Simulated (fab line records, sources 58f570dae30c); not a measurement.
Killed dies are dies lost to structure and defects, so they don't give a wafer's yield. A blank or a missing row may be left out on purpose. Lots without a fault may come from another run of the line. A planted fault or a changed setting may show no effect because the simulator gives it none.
Tool commonality check | flow berkeley_cmos170 | 14 lots, 42 wafers sampled

WHY IT WAS OPENED
At UCB170_NLDD_TW_MEAS_11 the reading NLDD_TW is flagged on 2 of 14 lots. Wafers without a fault read 2233, standard deviation 13.
Rule: a lot is flagged when every wafer of it that has a number lies more than 4 standard deviations from that mean, or none has a number. The other lots count as sound.

lot  | measured     | on            | NLDD_TW, wafer by wafer | flag
L386 | day 6 01:25  | film_metro-01 | 2221 2216 2218          |
L384 | day 6 01:44  | film_metro-02 | 2214 2229 2219          |
L385 | day 6 02:17  | film_metro-02 | 2230 2219 2220          |
L390 | day 7 03:38  | film_metro-01 | 2249 2240 2239          |
L389 | day 7 03:44  | film_metro-02 | 2223 2219 2223          |
L392 | day 8 04:10  | film_metro-02 | 2166 2168 2149          | FLAGGED
L394 | day 8 04:45  | film_metro-02 | 2228 2231 2228          |
L395 | day 8 05:28  | film_metro-03 | 2146 2157 2149          | FLAGGED
L400 | day 9 02:57  | film_metro-01 | 2244 2239 2250          |
L399 | day 9 03:22  | film_metro-01 | 2245 2245 2245          |
L397 | day 9 07:39  | film_metro-01 | 2255 2241 2245          |
L403 | day 9 20:51  | film_metro-03 | 2243 2240 2234          |
L404 | day 10 06:05 | film_metro-02 | 2223 2223 2217          |
L406 | day 10 20:52 | film_metro-02 | 2230 2220 2221          |
The numbers of the flagged lots are 2156 on average: -77 against the usual, or -6 standard deviations.

WHICH TOOL RAN EACH LOT
The record holds 1 process step before the reading, out of a route of 331 steps. In each cell: the tool, then ch and the chambers that the sampled wafers went through, then the start.
lot  | flag    | UCB170_NLDD_IMPLANT_08
L386 |         | implanter-04 ch 0, day 6 01:01
L384 |         | implanter-03 ch 0, day 6 01:20
L385 |         | implanter-04 ch 0, day 6 01:53
L390 |         | implanter-03 ch 0, day 7 03:16
L389 |         | implanter-02 ch 0, day 7 03:20
L392 | FLAGGED | implanter-04 ch 0, day 8 03:46
L394 |         | implanter-02 ch 0, day 8 04:23
L395 | FLAGGED | implanter-04 ch 0, day 8 05:05
L400 |         | implanter-03 ch 0, day 9 02:34
L399 |         | implanter-02 ch 0, day 9 03:01
L397 |         | implanter-03 ch 0, day 9 07:17
L403 |         | implanter-03 ch 0, day 9 20:29
L404 |         | implanter-02 ch 0, day 10 05:43
L406 |         | implanter-03 ch 0, day 10 20:31
What these steps do:
- UCB170_NLDD_IMPLANT_08
- UCB170_NLDD_TW_MEAS_11

FLAGGED OVER TOTAL, TOOL BY TOOL (the gauges that took the reading come last)
step                   | tool          | lots run | flagged | share of the flagged lots | sound lots run after its first flagged lot
UCB170_NLDD_IMPLANT_08 | implanter-02  | 4        | 0       | none                      | -
UCB170_NLDD_IMPLANT_08 | implanter-03  | 6        | 0       | none                      | -
UCB170_NLDD_IMPLANT_08 | implanter-04  | 4        | 2       | all                       | 0
UCB170_NLDD_TW_MEAS_11 | film_metro-01 | 5        | 0       | none                      | -
UCB170_NLDD_TW_MEAS_11 | film_metro-02 | 7        | 1       | some                      | 3 (L394,L404,L406)
UCB170_NLDD_TW_MEAS_11 | film_metro-03 | 2        | 1       | some                      | 1 (L403)

WHAT THE TABLE ALLOWS
1 row of the table ran every flagged lot: implanter-04 at UCB170_NLDD_IMPLANT_08.
- implanter-04 at UCB170_NLDD_IMPLANT_08: 2 of its 4 lots flagged. Its last sound lot is L385 (day 6 01:53), its first flagged lot L392 (day 8 03:46): a fault that began between those two fits. Its own readings lie more than 4 standard deviations out on every wafer of the flagged lots: dose_ions_cm2, faraday_current_uA.
One tool is left: implanter-04 at UCB170_NLDD_IMPLANT_08.

WHAT THE SIMULATOR HAD PUT IN
Process parameter drift: implanter-04, from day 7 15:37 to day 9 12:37, at UCB170_NLDD_IMPLANT_08. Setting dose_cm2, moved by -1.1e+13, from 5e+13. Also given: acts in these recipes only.
Lots struck among those shown: L392, L395. The rule above found the same.
